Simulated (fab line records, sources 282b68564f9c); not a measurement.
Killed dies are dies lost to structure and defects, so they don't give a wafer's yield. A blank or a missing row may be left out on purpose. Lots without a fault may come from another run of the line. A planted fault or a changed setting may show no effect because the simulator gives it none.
Split-lot experiment | flow rit_cmos | 5 lots, 23 wafers read, on a route of 202 steps

THE SPLIT
At RIT_M1_DEVELOP_08 (develop time 68 s), the setting develop_time_s was moved away from the recipe's 68 s on 9 of the 23 wafers read, by -11.0% to +5.1%. The other wafers ran this setting at the recipe's value.

The file shows no step between the split and the reading.

THE READING
cd_nm, in nm, at RIT_M1_CD_MEAS_09 (target cd 2600 nm). Fault-free wafers of this fab line usually give 2599.9 nm, standard deviation 2.8 nm.

wafer  | tool, chamber at the split | develop_time_s as run, s | against the recipe | cd_nm, nm | against lot-mates on the recipe
L075.1 | litho_track-04, 0          | 68                       | recipe             | 2597.7    | -
L075.3 | litho_track-04, 0          | 68                       | recipe             | 2595.9    | -
L075.5 | litho_track-04, 0          | 68                       | recipe             | 2594.2    | -
L076.2 | litho_track-03, 0          | 68                       | recipe             | 2598.7    | -
L076.3 | litho_track-03, 0          | 68                       | recipe             | 2601.0    | -
L076.4 | litho_track-03, 0          | 68                       | recipe             | 2601.1    | -
L076.5 | litho_track-03, 0          | 68                       | recipe             | 2601.8    | -
L076.6 | litho_track-03, 0          | 68                       | recipe             | 2601.5    | -
L077.1 | litho_track-04, 0          | 60.53                    | -11.0%             | 2613.0    | +10.9
L077.3 | litho_track-04, 0          | 60.53                    | -11.0%             | 2609.5    | +7.4
L077.4 | litho_track-04, 0          | 68                       | recipe             | 2605.5    | -
L077.5 | litho_track-04, 0          | 60.53                    | -11.0%             | 2610.2    | +8.1
L077.6 | litho_track-04, 0          | 68                       | recipe             | 2598.6    | -
L082.1 | litho_track-04, 0          | 68                       | recipe             | 2597.4    | -
L082.2 | litho_track-04, 0          | 71.46                    | +5.1%              | 2595.1    | -3.6
L082.4 | litho_track-04, 0          | 71.46                    | +5.1%              | 2592.9    | -5.8
L082.5 | litho_track-04, 0          | 68                       | recipe             | 2600.0    | -
L082.6 | litho_track-04, 0          | 71.46                    | +5.1%              | 2595.8    | -2.9
L083.1 | litho_track-04, 0          | 68                       | recipe             | 2596.9    | -
L083.2 | litho_track-04, 0          | 63.65                    | -6.4%              | 2601.6    | +5.7
L083.3 | litho_track-04, 0          | 63.65                    | -6.4%              | 2600.7    | +4.8
L083.5 | litho_track-04, 0          | 68                       | recipe             | 2595.0    | -
L083.6 | litho_track-04, 0          | 63.65                    | -6.4%              | 2602.2    | +6.2

THE FIT
A straight line over all 23 wafers: cd_nm changes by -0.915 nm for each +1% of develop_time_s; r = -0.84; the points scatter about the line by 2.9 nm.
The same after taking each lot's own level away (the mean of its wafers on the recipe; 23 wafers): -0.817 nm for each +1%; r = -0.93; scatter 1.6 nm.
On that fit, the largest move of develop_time_s shifts the reading by 9 nm.
The lots' own levels span 2595.93 to 2602.05 nm, that is 2.2 times the standard deviation above.
So the lot-to-lot level changes the slope: the two fits differ.
Check: with one of the wafers moved furthest among these (-11.0%) left out of the fit, the line predicts +8.47 nm for it against its lot-mates. It came out at +10.9 nm against them.

OTHER SPLITS ON THESE WAFERS
These wafers also went through other splits before the reading. Each is held against what the fit with the lots' levels taken away leaves over:
other split on the same wafers  | wafers away from the commonest value | r with cd_nm (lot level and that fit taken away)
RIT_PLDD_COAT_01 spin_rpm       | 8                                    | +0.24
RIT_SILICIDE_SPUTTER_01 power_w | 4                                    | -0.08
RIT_CONTACT_EXPOSE_05 dose_mj   | 9                                    | +0.03
RIT_M1_SPUTTER_00 time_s        | 4                                    | +0.03
RIT_M1_COAT_04 spin_rpm         | 10                                   | -0.59

THE FILE'S OWN FIT
cd_nm changes by -0.82 nm for each +1% of develop_time_s, r = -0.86.
